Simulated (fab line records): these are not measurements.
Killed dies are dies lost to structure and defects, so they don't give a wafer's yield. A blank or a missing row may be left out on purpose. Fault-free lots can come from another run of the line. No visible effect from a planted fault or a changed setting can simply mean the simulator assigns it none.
Chamber matching + flow berkeleyCmos170 + 4 sister chambers for UCB170_SPACER_ETCHBACK_03 on rieDiel-04
The step etches SiO2 in CHF3/CF4/Ar, stops on Si, target depth 376 nm, time 100 s. 4 wafers are shown with their chamber, then 7 later ones without.

== WAFERS, EACH WITH ITS CHAMBER ==
| wafer  | chamber | throttleValvePct (%) |
|--------|---------|----------------------|
| L630.6 | 2       | 6.36                 |
| L642.5 | 0       | 6.51                 |
| L644.2 | 3       | 6.46                 |
| L644.4 | 1       | 6.55                 |

== WAFERS WITHOUT THEIR CHAMBER ==
| wafer  | throttleValvePct (%) |
|--------|----------------------|
| L644.6 | 6.48                 |
| L646.1 | 6.56                 |
| L646.2 | 6.46                 |
| L646.5 | 6.53                 |
| L648.2 | 6.50                 |
| L648.3 | 6.55                 |
| L648.6 | 6.36                 |

== THE CHAMBER EACH PASSED THROUGH ==
| wafer  | from the rows above     | in truth |
|--------|-------------------------|----------|
| L644.6 | can't be placed: 3 or 0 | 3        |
| L646.1 | 1                       | 1        |
| L646.2 | 3                       | 3        |
| L646.5 | can't be placed: 1 or 0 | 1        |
| L648.2 | 0                       | 0        |
| L648.3 | 1                       | 1        |
| L648.6 | 2                       | 2        |
Correct placement for 5 of the 7. Cannot be placed on the basis of these rows: 2; the candidates contain the true chamber in 2. Wrongly placed: 0.
How it was worked out, from the rows above alone: a wafer's distance from a chamber is the root of the sum, over the readings, of the square of ((its reading less the chamber's mean) divided by the reading's scatter). If the next closest chamber is less than 2 further off than the closest, the wafer can't be placed; otherwise it belongs to the closest. For every chamber, the mean is computed from those of its wafers that are shown. The scatter (one wafer shown for each chamber): square how far every hidden wafer sits from the nearest shown wafer, average those squares and take the square root.
